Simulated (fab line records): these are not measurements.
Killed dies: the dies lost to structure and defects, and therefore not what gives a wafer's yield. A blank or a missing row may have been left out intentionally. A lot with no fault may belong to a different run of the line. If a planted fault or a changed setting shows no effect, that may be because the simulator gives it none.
Which tool is to blame? -- flow ritCmos -- 14 lots, 42 wafers sampled, at 2 steps of a route of 202

== WHAT EACH GAUGE READ, for each wafer ==
The record holds no reading of a measuring or inspecting step that can be judged against a usual standard deviation.

== TOOL THAT RAN EACH LOT (tool first, then ch and the chambers of the sampled wafers, then the start) ==
lot,RIT_SPACER_ETCHBACK_05,RIT_M1_PROBE_99
L389,"rieDiel-03 ch 1,2,3, day 2 21:28",-
L390,"rieDiel-03 ch 1,2,3, day 3 04:55",-
L391,"rieDiel-01 ch 1,2, day 3 09:18",-
L392,"rieDiel-01 ch 0,1,2, day 3 13:55","prober-02, day 4 01:34"
L393,"rieDiel-04 ch 1,2,3, day 3 19:14",-
L394,"rieDiel-04 ch 0,1,2, day 4 02:29",-
L395,"rieDiel-01 ch 0,1,3, day 4 05:12",-
L396,"rieDiel-03 ch 0,2,3, day 4 14:01",-
L400,"rieDiel-03 ch 0,1, day 5 04:42",-
L401,"rieDiel-01 ch 1,2,3, day 5 09:10",-
L403,"rieDiel-01 ch 1,2,3, day 5 20:53","prober-01, day 6 08:08"
L409,"rieDiel-04 ch 0,3, day 7 05:48","prober-01, day 7 16:53"
L410,"rieDiel-03 ch 0,3, day 7 08:56",-
L411,"rieDiel-03 ch 1,2, day 7 13:56","prober-01, day 8 00:44"
- RIT_SPACER_ETCHBACK_05: etches Si3N4 in SF6/CHF3, stops on SiO2, target depth 250 nm, time 240 s.
- RIT_M1_PROBE_99

== WHAT THE TOOLS THEMSELVES READ (means of the sampled wafers that have a number; where no wafer has one, the mark that the record gives instead) ==
RIT_SPACER_ETCHBACK_05.
lot,tool,CHF3_flow_sccm (sccm),drypumpMotorCurrentA (A),oesProductAu (a.u.),runLengthS (s),throttleValvePct (%)
L389,rieDiel-03,30.01,5.5,0.832,268.0,10.33
L390,rieDiel-03,30.12,5.5,0.816,268.1,10.33
L391,rieDiel-01,30.01,5.5,0.852,268.5,10.33
L392,rieDiel-01,29.94,5.6,0.855,268.6,10.39
L393,rieDiel-04,29.94,5.5,0.854,267.8,10.51
L394,rieDiel-04,30.03,5.8,0.851,268.1,10.48
L395,rieDiel-01,30.07,5.5,0.838,268.3,10.33
L396,rieDiel-03,29.92,5.4,0.834,268.4,10.40
L400,rieDiel-03,30.00,5.8,0.838,267.9,10.34
L401,rieDiel-01,30.03,5.6,0.828,284.7,10.34
L403,rieDiel-01,29.97,5.6,0.820,284.8,10.33
L409,rieDiel-04,29.93,5.9,0.849,268.4,10.53
L410,rieDiel-03,29.98,5.3,0.821,268.0,10.48
L411,rieDiel-03,29.88,5.5,0.831,268.7,10.24

RIT_M1_PROBE_99.
lot,tool,killed_at_M0_to_M3,killedAtContacts,killedAtFrontEnd,killedDies,killedOpen,killedShort
L392,prober-02,0.0,0.0,8.7,8.7,4.0,4.7
L403,prober-01,0.0,0.0,7.3,7.3,4.3,3.0
L409,prober-01,0.0,0.0,5.3,5.3,1.7,3.7
L411,prober-01,0.0,0.0,9.3,9.3,5.3,4.0

== THE ANSWER, worked out from the rows above alone ==
Rule: the usual values come from the lots themselves. Put in order of their means at a reading, lots are off if they are a third of the lots or fewer, leave a main group of 4 or more, and stand apart from it by a gap of 3 or more times the standard deviation of the main group's means; of several such gaps the widest counts. The tables above print the reading to a certain number of digits; a main group whose means all agree to those digits is not used. A lot without any number at a reading at which 4 lots or more have one is off too. Any other lot the step has rows for is counted as sound. After the gauges, taken in route order, come the tools' own readings; for these a lot's mean is taken, as printed above. At the first step where some lot is off, the reading lying furthest off is the one used; lots without a number count as furthest.
Off: L401, L403 (RIT_SPACER_ETCHBACK_05, runLengthS). The main group has a mean of 268.2 s with a standard deviation of 0.28.
A tool fits if, at that step or a process step before it, it ran every lot that is off, and no sound lot after the first of them. One fits: RIT_SPACER_ETCHBACK_05 on rieDiel-01. Its last sound lot is L395 (day 4 05:12), its first lot that is off L401 (day 5 09:10): a fault that began between those two fits.
The tool's own readings at RIT_SPACER_ETCHBACK_05 bear it out: on the lots that are off they differ by more than 5 times the standard deviation of the sound lots' means. runLengthS reads 284.8 s there against 268.2 s on the sound lots.

== WHAT THE SIMULATOR HAD INSERTED ==
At RIT_SPACER_ETCHBACK_05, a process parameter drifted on rieDiel-01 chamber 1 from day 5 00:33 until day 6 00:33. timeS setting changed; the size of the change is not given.
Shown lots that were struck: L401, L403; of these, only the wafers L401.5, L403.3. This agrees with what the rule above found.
